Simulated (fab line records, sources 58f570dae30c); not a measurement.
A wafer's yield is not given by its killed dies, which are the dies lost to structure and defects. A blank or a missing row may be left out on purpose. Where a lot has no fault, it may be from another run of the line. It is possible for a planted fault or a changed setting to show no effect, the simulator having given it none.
Shared-tool check || flow berkeley cmos170 || Lots sampled 14, wafers sampled 42

== THE REASON FOR OPENING IT ==
At UCB170_M2_CD_MEAS_15 the reading cd nm is flagged on 2 of 14 lots. Wafers without a fault read 700.4 nm, standard deviation 1.4.
Rule: flag the lot when none of its wafers has a number, or when each of its wafers that has one lies beyond 4 standard deviations from that mean. The rest of the lots are taken to be sound.

{"lot": "L970", "measured": "day 7 04:32", "on": "cd sem-01", "cd nm (nm), wafer by wafer": "701.1 700.4 700.7", "flag": ""}
{"lot": "L972", "measured": "day 7 15:02", "on": "cd sem-01", "cd nm (nm), wafer by wafer": "702.0 700.2 700.2", "flag": ""}
{"lot": "L974", "measured": "day 7 15:41", "on": "cd sem-02", "cd nm (nm), wafer by wafer": "699.3 701.5 699.8", "flag": ""}
{"lot": "L975", "measured": "day 7 20:37", "on": "cd sem-02", "cd nm (nm), wafer by wafer": "702.2 703.9 702.8", "flag": ""}
{"lot": "L977", "measured": "day 8 14:42", "on": "cd sem-02", "cd nm (nm), wafer by wafer": "699.3 700.0 700.3", "flag": ""}
{"lot": "L976", "measured": "day 8 15:26", "on": "cd sem-02", "cd nm (nm), wafer by wafer": "702.5 703.1 702.4", "flag": ""}
{"lot": "L979", "measured": "day 9 11:27", "on": "cd sem-01", "cd nm (nm), wafer by wafer": "702.1 702.1 700.4", "flag": ""}
{"lot": "L981", "measured": "day 9 23:08", "on": "cd sem-01", "cd nm (nm), wafer by wafer": "698.9 699.0 698.2", "flag": ""}
{"lot": "L984", "measured": "day 10 16:13", "on": "cd sem-01", "cd nm (nm), wafer by wafer": "698.7 698.1 700.3", "flag": ""}
{"lot": "L983", "measured": "day 10 16:35", "on": "cd sem-01", "cd nm (nm), wafer by wafer": "701.6 701.1 700.3", "flag": ""}
{"lot": "L985", "measured": "day 11 09:34", "on": "cd sem-01", "cd nm (nm), wafer by wafer": "702.1 700.7 700.5", "flag": ""}
{"lot": "L986", "measured": "day 11 20:56", "on": "cd sem-01", "cd nm (nm), wafer by wafer": "679.6 677.1 678.5", "flag": "FLAGGED"}
{"lot": "L992", "measured": "day 12 08:29", "on": "cd sem-01", "cd nm (nm), wafer by wafer": "679.6 679.2 678.9", "flag": "FLAGGED"}
{"lot": "L993", "measured": "day 13 09:11", "on": "cd sem-01", "cd nm (nm), wafer by wafer": "700.8 700.6 700.0", "flag": ""}
The mean of the flagged lots' numbers is 678.8 nm, -21.6 nm from the usual (-15 standard deviations).

== WHICH TOOL RAN EACH LOT ==
The record keeps 1 process step preceding the reading, out of 331 steps on the route. Cell contents, in order: the tool; ch with the chambers the sampled wafers went through; the start.
{"lot": "L970", "flag": "", "UCB170_M2_PEB_13": "litho track-03 ch 0, day 7 04:16"}
{"lot": "L972", "flag": "", "UCB170_M2_PEB_13": "litho track-04 ch 0, day 7 14:46"}
{"lot": "L974", "flag": "", "UCB170_M2_PEB_13": "litho track-04 ch 0, day 7 15:25"}
{"lot": "L975", "flag": "", "UCB170_M2_PEB_13": "litho track-03 ch 0, day 7 20:20"}
{"lot": "L977", "flag": "", "UCB170_M2_PEB_13": "litho track-04 ch 0, day 8 14:25"}
{"lot": "L976", "flag": "", "UCB170_M2_PEB_13": "litho track-03 ch 0, day 8 15:10"}
{"lot": "L979", "flag": "", "UCB170_M2_PEB_13": "litho track-03 ch 0, day 9 11:10"}
{"lot": "L981", "flag": "", "UCB170_M2_PEB_13": "litho track-04 ch 0, day 9 22:52"}
{"lot": "L984", "flag": "", "UCB170_M2_PEB_13": "litho track-04 ch 0, day 10 15:57"}
{"lot": "L983", "flag": "", "UCB170_M2_PEB_13": "litho track-03 ch 0, day 10 16:10"}
{"lot": "L985", "flag": "", "UCB170_M2_PEB_13": "litho track-03 ch 0, day 11 09:17"}
{"lot": "L986", "flag": "FLAGGED", "UCB170_M2_PEB_13": "litho track-04 ch 0, day 11 20:40"}
{"lot": "L992", "flag": "FLAGGED", "UCB170_M2_PEB_13": "litho track-04 ch 0, day 12 08:10"}
{"lot": "L993", "flag": "", "UCB170_M2_PEB_13": "litho track-03 ch 0, day 13 08:48"}
What is done by these steps:
- UCB170_M2_PEB_13
- UCB170_M2_CD_MEAS_15: target cd 700 nm.

== FLAGGED AGAINST TOTAL, ONE TOOL AT A TIME (gauges that did the reading follow at the end) ==
{"step": "UCB170_M2_PEB_13", "tool": "litho track-03", "lots run": 7, "flagged": 0, "share of the flagged lots": "none", "sound lots run after its first flagged lot": "-"}
{"step": "UCB170_M2_PEB_13", "tool": "litho track-04", "lots run": 7, "flagged": 2, "share of the flagged lots": "all", "sound lots run after its first flagged lot": 0}
{"step": "UCB170_M2_CD_MEAS_15", "tool": "cd sem-01", "lots run": 10, "flagged": 2, "share of the flagged lots": "all", "sound lots run after its first flagged lot": "1 (L993)"}
{"step": "UCB170_M2_CD_MEAS_15", "tool": "cd sem-02", "lots run": 4, "flagged": 0, "share of the flagged lots": "none", "sound lots run after its first flagged lot": "-"}

== WHAT IS ALLOWED BY THE TABLE ==
Rows of the table that ran all the flagged lots, 2 in number: litho track-04 at UCB170_M2_PEB_13; cd sem-01 at UCB170_M2_CD_MEAS_15.
- litho track-04 at UCB170_M2_PEB_13: 2 of its 7 lots flagged. Its last sound lot is L984 (day 10 15:57), its first flagged lot L986 (day 11 20:40): a fault that began between those two fits. Its own readings (heater power total W, plate temp C) fall more than 4 standard deviations out on all wafers of the flagged lots.
- cd sem-01 at UCB170_M2_CD_MEAS_15: 2 of its 10 lots flagged. Sound lots followed the first flagged one (L993) on it, something a lasting fault affecting the whole tool could not allow.
litho track-04 at UCB170_M2_PEB_13 is the single tool remaining.

== WHAT THE SIMULATOR HAD INSERTED ==
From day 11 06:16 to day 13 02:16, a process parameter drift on litho track-04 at UCB170_M2_PEB_13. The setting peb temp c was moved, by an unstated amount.
Shown lots that were struck: L986, L992. Same finding as the rule above.
